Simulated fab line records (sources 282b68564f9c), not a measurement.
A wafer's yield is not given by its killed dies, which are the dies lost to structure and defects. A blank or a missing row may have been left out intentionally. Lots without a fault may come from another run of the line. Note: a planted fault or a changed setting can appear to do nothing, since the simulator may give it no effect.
Struck lot and sound lot, side by side    flow ritCmos    18 out of 202 route steps
Sound: wafers L412.1, L412.3, L412.5. Wafers struck: L417.1, L417.2, L417.6. The cause is named last.
At each step with rows: each side's tool, then ch and its chambers, then its first start. Under that, the readings that differ: sound wafers    struck wafers    difference of the means    sigmas: that difference in standard deviations of wafers without a fault.
alike: readings with means less than 2 such deviations apart, plus words and numbers identical on both sides. not compared: withheld readings, readings lacking a value on some wafer, bounds such as >300 that could conceal the same value, and numbers that have no deviation in the record and whose values overlap.
The two part at a step that has a row with sigmas, a row that says differs or no value, or rows on one side only. Non-overlapping numbers with no deviation appear without sigmas and do not part them. Lack of a reading on every wafer of one side parts them only where that side has two or more wafers.

first, 4 steps without rows for these wafers: RIT_NRETRO_SOFTBAKE_02 (time 60 s); RIT_NRETRO_EXPOSE_03 (exposes mask M4, target cd 43900 nm); RIT_NRETRO_PEB_04; RIT_NRETRO_DEVELOP_05 (develop time 68 s).
RIT_NRETRO_OVL_MEAS_06:
  struck on overlay-01, day 4 23:05; sound on overlay-01, day 3 22:36
  alike: NRETRO_OVL
then, 2 steps without rows for these wafers: RIT_NRETRO_HARDBAKE_07 (time 120 s); RIT_NRETRO_IMPLANT_08.
RIT_NRETRO_STRIP_09: strips in O2, time 180 s.
  sound on plasmaAsher-04 ch 0,1, day 3 23:02; struck on plasmaAsher-01 ch 0,1, day 4 23:32
  alike: chamberPressureMTorr, drypumpMotorCurrentA
  not compared: rfHoursCounterH
RIT_NRETRO_TW_MEAS_10:
  struck on filmMetro-02, day 4 23:42; sound on filmMetro-01, day 3 23:13
  alike: NRETRO_TW
then, 3 steps without rows for these wafers: RIT_PRETRO_HMDS_00 (prime time 60 s); RIT_PRETRO_COAT_01 (resist thk 1300 nm); RIT_PRETRO_SOFTBAKE_02 (time 60 s).
RIT_PRETRO_EXPOSE_03: exposes mask M5, target cd 43700 nm.
  sound on ilineStepper-01 ch 0, day 3 23:53; struck on ilineStepper-01 ch 0, day 5 00:20
reading                       sound                 struck          difference  sigmas
model.PRETRO.overlayXNm (nm)  0.2799 0.2799 0.2799  7872 7872 7872  +7872       
  alike: mask, reticleTempC
then, 2 steps without rows for these wafers: RIT_PRETRO_PEB_04; RIT_PRETRO_DEVELOP_05 (develop time 68 s).
RIT_PRETRO_OVL_MEAS_06:
  struck on overlay-01, day 5 00:46; sound on overlay-01, day 4 00:19
reading          sound         struck  difference                     sigmas
PRETRO_OVL (nm)  0.8 -0.4 0.0  - - -   no value on the struck wafers  
then, 1 step without rows for these wafers: RIT_PRETRO_HARDBAKE_07 (time 120 s).
RIT_M1_PROBE_99:
  struck on prober-02, day 6 06:14; sound on prober-01, day 5 03:39
reading                           sound              struck             difference  sigmas
killed_at_M0_to_M3                1 0 0              0 0 0              +0          -2
killedAtFrontEnd                  3 4 5              262 264 264        +259        +96
killedDies                        4 5 5              264 264 264        +259        +96
killedOnRim                       0 1 3              70 70 70           +69         +62
model.etest.pmos_0p3.rOnOhmUm     6248 6356 6208     5119 5073 5109     -1170       
model.etest.pmosTurned.rOnOhmUm   3329 3431 3367     2643 2675 2646     -721        
model.etest.pmos_0p15.rOnOhmUm    2721 2772 2703     2196 2230 2204     -522        
model.etest.nmos_0p3.rOnOhmUm     2153 2173 2142     1741 1742 1760     -408        
model.etest.nmosTurned.driveUaUm  330.8 325.2 334.3  509.6 498.4 490.2  +169.3      
model.etest.nmos_0p15.rOnOhmUm    1112 1108 1097     937.2 974.2 949.6  -152.0      
model.etest.nmos_0p15.driveUaUm   471.5 467.4 470.7  633.3 622.8 619.7  +155.4      
model.etest.pmos_0p15.driveUaUm   260.8 253.8 258.6  372.6 370.2 368.4  +112.7      
  alike: killedAtContacts, killedOpen, killedShort

== WHERE THEY PART ==
Earliest at RIT_PRETRO_OVL_MEAS_06; latest, in this record, at RIT_M1_PROBE_99.

WHY: what had been put in by the simulator
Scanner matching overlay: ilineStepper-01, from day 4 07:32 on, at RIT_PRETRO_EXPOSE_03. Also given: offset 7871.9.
